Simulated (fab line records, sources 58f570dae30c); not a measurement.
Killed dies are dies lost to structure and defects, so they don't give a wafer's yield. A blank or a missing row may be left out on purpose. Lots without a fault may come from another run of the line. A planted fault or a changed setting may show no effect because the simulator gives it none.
Which tool did it? | flow berkeley_cmos170 | 7 lots, 21 wafers sampled, at 1 step of a route of 331

WHAT THE GAUGES READ, wafer by wafer
UCB170_PVT_OVL_MEAS_06.
lot  | measured     | on         | PVT_OVL (nm)
L487 | day 6 10:35  | overlay-01 | 5 1 2
L488 | day 6 11:39  | overlay-01 | 1 8 -4
L491 | day 6 19:37  | overlay-01 | 9 2 1
L498 | day 8 06:39  | overlay-01 | 14 7 5
L502 | day 8 23:01  | overlay-02 | -6 -6 -9
L505 | day 9 18:08  | overlay-02 | -2 1 -3
L509 | day 10 13:52 | overlay-02 | -5 6 3

WHICH TOOL RAN EACH LOT (tool, then ch and the chambers of the sampled wafers, then the start)
The record holds no process step before these readings.

THE ANSWER, worked out from the rows above alone
Rule: what is usual is taken from the lots themselves. Put in order of their means at a reading, lots are off if they are a third of the lots or fewer, leave a main group of 4 or more, and stand apart from it by a gap of 3 or more times the standard deviation of the main group's means; of several such gaps the widest counts. A main group whose means are all the same, to the digits that the tables above print for the reading, isn't used. A lot without any number at a reading at which 4 lots or more have one is off too. The other lots that the step has rows for count as sound.
No lot is off at any reading shown: from this, nothing can be told.

WHAT THE SIMULATOR HAD PUT IN
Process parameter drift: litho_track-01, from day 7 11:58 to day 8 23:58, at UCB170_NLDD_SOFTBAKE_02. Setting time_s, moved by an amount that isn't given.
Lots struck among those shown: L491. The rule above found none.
